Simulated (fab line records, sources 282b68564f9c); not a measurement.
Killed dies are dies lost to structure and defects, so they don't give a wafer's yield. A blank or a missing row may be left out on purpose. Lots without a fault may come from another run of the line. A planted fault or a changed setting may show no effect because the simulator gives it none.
fab line records | flow rit_cmos
record lots=6 wafers=18 last_day=8
route steps=202 shown PRETRO@69 GATE@75 FOX2@80 M1@202
lots that met no fault: from a run of the same line without faults
start_h: hours from the record's first day to the start of the lot's first wafer shown | wait_h: hours since the lot's step before | " the same as in the row above | L1.1+2: a row that stands for several wafers | - no value, or no start given | * or withheld: withheld | < > ~ a bound
route shown NAME@n: a module of which the file shows steps, and the number in the route of the first | usual: mean/standard deviation of fault-free wafers | same: alike in all rows | chamber/n: place in a boat | sites: the reading at each site | _std_site: their standard deviation | _edge_site: outer sites' mean less inner sites' | radius_mm: how far each site lies from the wafer's centre | mask NAME#n: copy n | behind: the tool/chamber that last shaped the wafer | hold: why the lot was held/for how many hours/how that ended | device: the transistor (n, p or np) that didn't switch | end of line: the same wafers' tests at the end of the route | a step without rows: its recipe alone | killed: dies lost to structure and defects at the first sort, not the wafer's yield | map: a wafer's dies, x killed, . not, _ none there
set.NAME: the setting as run; set.NAME@STEP: as run at that earlier step | model.NAME: the simulator's own value behind a step, which no gauge read
lots at some steps of the route; a table a step, a row a wafer
services: from which hour (start_h, from the record's first day; less than 0 if before it) a tool's chamber was out of use, for how many hours, and why
## steps
# step RIT_PRETRO_DEVELOP_05
# recipe resist=NOVOLAK develop_time_s=68 dev_temp_c=23
# step RIT_PRETRO_OVL_MEAS_06
# usual PRETRO_OVL=0.2/1.2
# columns lot.wafer tool chamber start_h wait_h PRETRO_OVL[nm]
L229.1 overlay-01 - 57.17 - 0.2
L229.4 " - " " -0.2
L229.6 " - " " 0.5
L231.1 overlay-02 - 69.66 - -1.1
L231.5 " - " " -2.5
L231.6 " - " " -1.8
L232.3 overlay-01 - 74.48 - -0.9
L232.4 " - " " 0.4
L232.6 " - " " -0.1
L243.2 overlay-02 - 131.16 - 1.7
L243.3 " - " " 2.0
L243.4 " - " " 2.0
L245.1 overlay-01 - 138.92 - -0.2
L245.2 " - " " 0.5
L245.6 " - " " 1.0
L247.4 overlay-01 - 153.35 - -0.4
L247.5 " - " " -0.1
L247.6 " - " " 1.2
# step RIT_PRETRO_HARDBAKE_07
# recipe resist=NOVOLAK temp_c=140 time_s=120
# step RIT_PRETRO_IMPLANT_08
# recipe species=B energy_kev=45 dose_cm2=1.2e+13 tilt_deg=7
# step RIT_PRETRO_STRIP_09
# recipe chemistry=O2 time_s=180 resist=NOVOLAK platen_temp_c=withheld power_w=500 pressure_mtorr=4000 o2_flow_sccm=4000
# usual drypump_motor_current_A=5.7/0.51
# columns lot.wafer tool chamber start_h wait_h drypump_motor_current_A rf_hours_counter_h
L229.1 plasma_asher-04 1 57.61 0.1 5.2 47
L229.4 " 0 " " 6.6 -
L229.6 " 0 " " 6.6 -
L231.1 plasma_asher-03 0 70.09 0.1 5.7 33
L231.5 " 0 " " 5.7 -
L231.6 " 1 " " 5.1 -
L232.3 plasma_asher-03 1 74.97 0.1 5.1 -
L232.4 " 0 " " 5.8 -
L232.6 " 1 " " 5.1 -
L243.2 plasma_asher-03 0 131.59 0.1 5.7 39
L243.3 " 1 " " 5.1 -
L243.4 " 0 " " 5.8 -
L245.1 plasma_asher-03 1 139.35 0.1 5.1 40
L245.2 " 0 " " 5.8 40
L245.6 " 1 " " 5.1 -
L247.4 plasma_asher-01 0 153.82 0.1 5.8 -
L247.5 " 1 " " 6.3 -
L247.6 " 0 " " 5.8 -
# step RIT_PRETRO_TW_MEAS_10
# usual PRETRO_TW=477/6.4
# columns lot.wafer tool chamber start_h wait_h PRETRO_TW
L229.1 film_metro-03 - 57.78 0.1 483
L229.4 " - " " 484
L229.6 " - " " 483
L231.1 film_metro-03 - 70.27 0.1 485
L231.5 " - " " 481
L231.6 " - " " 482
L232.3 film_metro-02 - 75.10 0.1 469
L232.4 " - " " 470
L232.6 " - " " 471
L243.2 film_metro-02 - 131.78 0.1 471
L243.3 " - " " 468
L243.4 " - " " 468
L245.1 film_metro-01 - 139.53 0.1 479
L245.2 " - " " 482
L245.6 " - " " 481
L247.4 film_metro-01 - 153.97 0.1 480
L247.5 " - " " 481
L247.6 " - " " 482
# step RIT_GATE_WET_ETCH_00
# recipe chemistry=BOE target=SiO2 target_depth_nm=56 time_s=60 dry=n2_spin dilution=10:1 temp_c=21.5
# step RIT_GATE_CLEAN_01
# recipe chemistry=SC1 mix=3:3:50 time_s=600 temp_c=75
# step RIT_GATE_CLEAN_02
# recipe chemistry=dHF dilution=50:1 time_s=30.91
# step RIT_GATE_CLEAN_03
# recipe chemistry=SC2 mix=3:3:50 time_s=600 temp_c=75 dry=n2_spin
# step RIT_GATE_CLEAN_04
# recipe chemistry=dHF dilution=50:1 time_s=60 dry=n2_spin
# step RIT_FOX2_THK_MEAS_91
# recipe reads=SiO2_of_FOX2_OXIDATION_00
# usual FIELD_OXIDE_LEFT_2_THK=254/6.3
# columns lot.wafer tool chamber start_h wait_h FIELD_OXIDE_LEFT_2_THK[nm]
L229.1 film_metro-04 - 58.28 0.0 248
L229.4 " - " " 252
L229.6 " - " " 250
L231.1 film_metro-04 - 71.04 0.0 244
L231.5 " - " " 238
L231.6 " - " " 239
L232.3 film_metro-03 - 75.64 0.0 254
L232.4 " - " " 258
L232.6 " - " " 258
L243.2 film_metro-03 - 132.29 0.0 259
L243.3 " - " " 262
L243.4 " - " " 251
L245.1 film_metro-04 - 140.00 0.0 252
L245.2 " - " " 246
L245.6 " - " " 246
L247.4 film_metro-04 - 154.45 0.0 253
L247.5 " - " " 259
L247.6 " - " " 255
# step RIT_GATE_OXIDATION_05
# recipe temp_c=900 ambient=O2 target_thk_a=30 ox_time_s=270
# usual spike_tc_centre_C=901.7/1.2 spike_tc_source_C=924.3/1.2 tube_center_temp_C=899.99/0.08 tube_center_temp_C_max=902.3/0.39
# columns lot.wafer tool chamber start_h wait_h spike_tc_centre_C spike_tc_source_C tube_center_temp_C tube_center_temp_C_max model.SiO2_of_GATE_OXIDATION_05.thk_nm
L229.1 furnace-03 0 58.34 0.1 897.9 920.4 895.04 897.4 2.868
L229.4 " 0 " " 895.6 920.1 894.95 897.4 2.859
L229.6 " 0 " " 897.2 922.4 894.97 897.2 2.921
L231.1 furnace-03 0 71.79 0.7 896.0 919.9 894.98 897.1 2.889
L231.5 " 0 " " 896.6 920.5 894.92 896.8 2.91
L231.6 " 0 " " 895.3 920.1 895.25 897.3 2.886
L232.3 furnace-02 0 75.68 0.0 902.9 922.6 899.94 902.2 2.838
L232.4 " 0 " " 902.6 923.6 899.96 902.2 2.855
L232.6 " 0 " " 900.1 925.6 900.02 901.6 2.844
L243.2 furnace-03 0 133.44 1.1 901.0 925.7 899.94 902.4 3.022
L243.3 " 0 " " 901.2 927.0 900.02 902.7 2.971
L243.4 " 0 " " 901.4 923.7 899.98 901.7 3.057
L245.1 furnace-02 0 141.56 1.5 902.1 922.1 899.96 902.2 3.028
L245.2 " 0 " " 903.0 922.0 899.93 902.4 3.01
L245.6 " 0 " " 900.1 925.3 900.05 902.3 2.983
L247.4 furnace-02 0 154.48 0.0 900.5 922.1 899.87 902.0 2.993
L247.5 " 0 " " 900.7 924.0 900.1 902.0 2.911
L247.6 " 0 " " 901.9 924.4 900.07 902.6 3.005
# step RIT_GATE_ANNEAL_06
# recipe temp_c=900 time_s=600 ambient=N2O
# step RIT_M1_PROBE_99
# usual killed_at_contacts=0.1/0.3 killed_at_front_end=6.5/2.9 killed_dies=6.6/3 killed_open=3.3/2 killed_short=3.3/1.9
# same gross_dies=264 killed_at_M0_to_M3=0 killed_at_M4_up=0 killed_at_back_side=0 killed_at_other=0
# columns lot.wafer tool chamber start_h wait_h killed_at_contacts killed_at_front_end killed_dies killed_open killed_short model.etest.pmos_0p3.r_on_ohm_um model.etest.nmos_narrow.drive_ua_um model.etest.nmos_0p3.drive_ua_um model.etest.pmos_0p3.drive_ua_um model.etest.pmos_narrow.drive_ua_um model.etest.nmos_0p15.swing_mv_dec model.etest.pmos_0p15.swing_mv_dec model.etest.pmos_0p15.gate_log10_a_cm2
L229.1 prober-02 - 83.67 0.1 0 8 8 2 6 6052 251.3 245 107.4 109.6 85.4 83.31 -5.793
L229.4 prober-02 - 83.82 0.2 0 8 8 5 3 5953 252.9 246.2 108.6 110.6 85.24 83.58 -5.76
L229.6 prober-02 - 83.92 0.2 0 12 12 5 7 6130 241.6 239.2 104.5 106.6 85.87 84.09 -6.246
L231.1 prober-02 - 99.99 0.1 0 9 9 4 5 6330 235 234.5 103.7 105.3 85.24 83.12 -5.973
L231.5 prober-02 - 100.19 0.2 0 7 7 3 4 6145 234.9 233 103.8 105.6 85.1 83.02 -6.103
L231.6 prober-02 - 100.24 0.2 0 5 5 4 1 6144 241 237.2 106.8 108.6 85.26 83.15 -5.829
L232.3 prober-01 - 100.09 0.2 0 5 5 1 4 6300 238.2 235.9 104 105.2 83.67 81.87 -5.764
L232.4 prober-01 - 100.14 0.2 0 6 6 2 4 6223 235.1 237.6 104.7 104 83.95 82.45 -5.854
L232.6 prober-01 - 100.24 0.2 0 3 3 0 3 6177 237 238.5 104.7 105 83.72 82.25 -5.717
L243.2 prober-02 - 160.91 0.1 0 8 8 2 6 6216 222 225.6 101.5 101 85.6 84.14 -6.562
L243.3 prober-02 - 160.96 0.2 0 8 8 4 4 6275 224.4 228.8 101 100.7 85.17 83.38 -6.274
L243.4 prober-02 - 161.01 0.2 0 2 2 2 0 6418 223.5 221 97.8 99.64 85.97 84.35 -6.707
L245.1 prober-02 - 171.43 0.1 0 10 10 6 4 6323 227.4 225.3 101.2 103.4 86.33 84.43 -6.511
L245.2 prober-02 - 171.48 0.1 1 4 5 1 4 6246 232.9 226.8 101.6 105 86.04 84.39 -6.439
L245.6 prober-02 - 171.68 0.2 0 5 5 4 1 6197 233.6 228.4 103.7 107.2 86.09 84.49 -6.402
L247.4 prober-02 - 184.26 0.2 0 5 5 3 2 6131 229.1 231.4 104.2 104.7 86.63 84.56 -6.498
L247.5 prober-02 - 184.31 0.2 0 8 8 3 5 6066 227.9 235.8 107 105 85.48 83.66 -6.219
L247.6 prober-02 - 184.36 0.2 0 4 4 1 3 6285 223.5 226 101.7 100.5 86.08 84.08 -6.486
# killed by level:class
L229.1 GATE:geometric_particle:short=5 FOX2:geometric_particle:short=1 FOX2:geometric_particle:open=1 SILICIDE:geometric_particle:open=1
L229.4 GATE:geometric_particle:open=5 GATE:geometric_particle:short=2 FOX1:geometric_particle:short=1
L229.6 FOX2:geometric_particle:open=2 FOX2:geometric_particle:short=2 GATE:geometric_particle:short=2 GATE:geometric_particle:open=2 REOX:geometric_particle:short=2 REOX:geometric_particle:open=1 SILICIDE:geometric_particle:short=1
L231.1 FOX2:geometric_particle:open=2 FOX2:geometric_particle:short=1 GATE:geometric_particle:short=1 GATE:geometric_particle:open=1 REOX:geometric_particle:short=1 SPACER:geometric_particle:open=1 SPACER:geometric_particle:short=1 SILICIDE:geometric_particle:short=1
L232.3 GATE:geometric_particle:short=2 ACTIVE:geometric_particle:short=1 FOX1:geometric_particle:short=1 GATE:geometric_particle:open=1
L232.4 GATE:geometric_particle:short=2 FOX1:geometric_particle:short=1 GATE:geometric_particle:open=1 SILICIDE:geometric_particle:open=1 SILICIDE:geometric_particle:short=1
L231.5 GATE:geometric_particle:short=3 REOX:geometric_particle:open=2 REOX:geometric_particle:short=1 SILICIDE:geometric_particle:open=1
L231.6 GATE:geometric_particle:open=4 GATE:geometric_particle:short=1
L232.6 SPACER:geometric_particle:short=2 GATE:geometric_particle:short=1
L243.2 GATE:geometric_particle:short=5 GATE:geometric_particle:open=1 REOX:geometric_particle:short=1 REOX:geometric_particle:open=1
L243.3 FOX1:geometric_particle:open=1 FOX1:geometric_particle:short=1 FOX2:geometric_particle:open=1 FOX2:geometric_particle:short=1 GATE:geometric_particle:open=1 GATE:geometric_particle:short=1 REOX:geometric_particle:open=1 SILICIDE:geometric_particle:short=1
L243.4 FOX1:geometric_particle:open=1 GATE:geometric_particle:open=1
L245.1 FOX1:geometric_particle:open=2 GATE:geometric_particle:short=2 GATE:geometric_particle:open=2 REOX:geometric_particle:open=2 SPACER:geometric_particle:short=2
L245.2 GATE:geometric_particle:short=3 SPACER:geometric_particle:short=1 CONTACT:geometric_particle:open=1
L245.6 GATE:geometric_particle:open=3 FOX1:geometric_particle:open=1 SILICIDE:geometric_particle:short=1
L247.4 GATE:geometric_particle:short=2 GATE:geometric_particle:open=2 REOX:geometric_particle:open=1
L247.5 FOX1:geometric_particle:short=2 FOX1:geometric_particle:open=2 GATE:geometric_particle:short=2 SPACER:geometric_particle:open=1 SPACER:geometric_particle:short=1
L247.6 GATE:geometric_particle:short=3 SPACER:geometric_particle:open=1
## services
# columns tool chamber start_h hours kind
furnace-02 - 76.75 4.0 pm
plasma_asher-04 - 108.75 9.0 pm
plasma_asher-04 0 108.75 9.0 vent_cycle
plasma_asher-04 1 108.75 9.0 vent_cycle
plasma_asher-04 0 117.75 - clean
plasma_asher-04 1 117.75 - clean
## key
first_sign step=RIT_GATE_OXIDATION_05 reading=tube_center_temp_C direction=down sigmas=55 usual=* struck=*
effect step=RIT_GATE_OXIDATION_05 reading=tube_center_temp_C_max direction=down sigmas=13 usual=* struck=*
model_effect step=RIT_GATE_OXIDATION_05 value=SiO2_of_GATE_OXIDATION_05.thk_nm without=3.069 struck=2.889
model_effect step=RIT_M1_PROBE_99 value=etest.pmos_0p3.r_on_ohm_um without=6432 struck=6126
met_at RIT_GATE_OXIDATION_05
struck_wafers L229.1,L229.4,L229.6,L231.1,L231.5,L231.6
tester_left_out L229,L231
fault kind=process_parameter_drift tool=furnace-03 chamber=- onset_h=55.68 steps=RIT_GATE_OXIDATION_05 channel=temp_c offset=* shape=step end_h=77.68 acts_in=* stated=*
# tester_left_out: of these lots the tester's yield and bins aren't shown, on N5 and GAA mostly nor the transistor test; their killed dies are dies lost to structure and defects alone, not to doping, threshold or leakage, so they don't give the yield
